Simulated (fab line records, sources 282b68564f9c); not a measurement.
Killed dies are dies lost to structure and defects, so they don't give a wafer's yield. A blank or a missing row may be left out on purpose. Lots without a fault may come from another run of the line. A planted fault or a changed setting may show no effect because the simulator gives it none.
Split-lot experiment | flow rit_cmos | 5 lots, 23 wafers read, on a route of 202 steps

THE SPLIT
At RIT_NLDD_IMPLANT_08, the setting energy_kev was moved away from the recipe's 20 on 12 of the 23 wafers read, by -2.0% to +5.4%. The other wafers ran this setting at the recipe's value.

The reading is taken at the split's own step.

THE READING
implant.drp_nm (the simulator's own value, which no gauge read), in nm, at RIT_NLDD_IMPLANT_08. The file gives no usual value for it.

wafer  | tool, chamber at the split | energy_kev as run | against the recipe | implant.drp_nm, nm | against lot-mates on the recipe
L078.2 | implanter-01, 0            | 20                | recipe             | 12.97              | -
L078.4 | implanter-01, 0            | 20                | recipe             | 12.97              | -
L078.6 | implanter-01, 0            | 20                | recipe             | 12.97              | -
L079.2 | implanter-01, 0            | 20                | recipe             | 12.97              | -
L079.6 | implanter-01, 0            | 20                | recipe             | 12.97              | -
L079.3 | implanter-01, 0            | 20.31             | +1.5%              | 13.09              | +0.12
L079.4 | implanter-01, 0            | 20.31             | +1.5%              | 13.09              | +0.12
L079.5 | implanter-01, 0            | 20.31             | +1.5%              | 13.09              | +0.12
L081.1 | implanter-02, 0            | 21.06             | +5.3%              | 13.38              | +0.41
L081.5 | implanter-02, 0            | 21.06             | +5.3%              | 13.38              | +0.41
L081.6 | implanter-02, 0            | 21.06             | +5.3%              | 13.38              | +0.41
L081.2 | implanter-02, 0            | 20                | recipe             | 12.97              | -
L081.3 | implanter-02, 0            | 20                | recipe             | 12.97              | -
L082.2 | implanter-01, 0            | 19.61             | -2.0%              | 12.82              | -0.15
L082.3 | implanter-01, 0            | 19.61             | -2.0%              | 12.82              | -0.15
L082.6 | implanter-01, 0            | 19.61             | -2.0%              | 12.82              | -0.15
L082.4 | implanter-01, 0            | 20                | recipe             | 12.97              | -
L082.5 | implanter-01, 0            | 20                | recipe             | 12.97              | -
L084.1 | implanter-01, 0            | 21.08             | +5.4%              | 13.39              | +0.42
L084.2 | implanter-01, 0            | 21.08             | +5.4%              | 13.39              | +0.42
L084.5 | implanter-01, 0            | 21.08             | +5.4%              | 13.39              | +0.42
L084.4 | implanter-01, 0            | 20                | recipe             | 12.97              | -
L084.6 | implanter-01, 0            | 20                | recipe             | 12.97              | -

THE FIT
A straight line over all 23 wafers: implant.drp_nm changes by +0.0775 nm for each +1% of energy_kev; r = +1.00; the points scatter about the line by 0.00073 nm.
The same after taking each lot's own level away (the mean of its wafers on the recipe; 23 wafers): +0.0775 nm for each +1%; r = +1.00; scatter 0.00073 nm.
On that fit, the largest move of energy_kev shifts the reading by 0.42 nm.
The lots' own levels span 12.970 to 12.970 nm.
So the lot-to-lot level changes the slope little: the two slopes agree.
Check: with one of the wafers moved furthest among these (+5.4%) left out of the fit, the line predicts +0.418 nm for it against its lot-mates. It came out at +0.42 nm against them.

OTHER SPLITS ON THESE WAFERS
These wafers also went through other splits before the reading. Each is held against what the fit with the lots' levels taken away leaves over:
other split on the same wafers       | wafers away from the commonest value | r with implant.drp_nm (lot level and that fit taken away)
RIT_ACTIVE_OXIDATION_01 temp_c       | 10                                   | +0.44
RIT_ACTIVE_ETCH_13 time_s            | 6                                    | +0.26
RIT_NRETRO_COAT_01 resist_thk_nm     | 7                                    | -0.10
RIT_NRETRO_DEVELOP_05 develop_time_s | 7                                    | -0.12
RIT_GATE_CVD_08 sih4_flow_sccm       | 18                                   | +0.72
RIT_GATE_DEVELOP_15 dev_temp_c       | 10                                   | -0.10
RIT_REOX_OXIDATION_03 temp_c         | 18                                   | -0.28

THE WHOLE CHAIN: every reading that the file lists as answering this split, in the file's order
step                | what it does | reading                                                         | change (the file's fit)                | r (the file's)
RIT_NLDD_IMPLANT_08 |              | implant.rp_nm (the simulator's own value, which no gauge read)  | +0.191 nm for each +1% of the setting  | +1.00
RIT_NLDD_IMPLANT_08 |              | implant.drp_nm (the simulator's own value, which no gauge read) | +0.0775 nm for each +1% of the setting | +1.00

THE FILE'S OWN FIT
implant.drp_nm changes by +0.0775 nm for each +1% of energy_kev, r = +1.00.
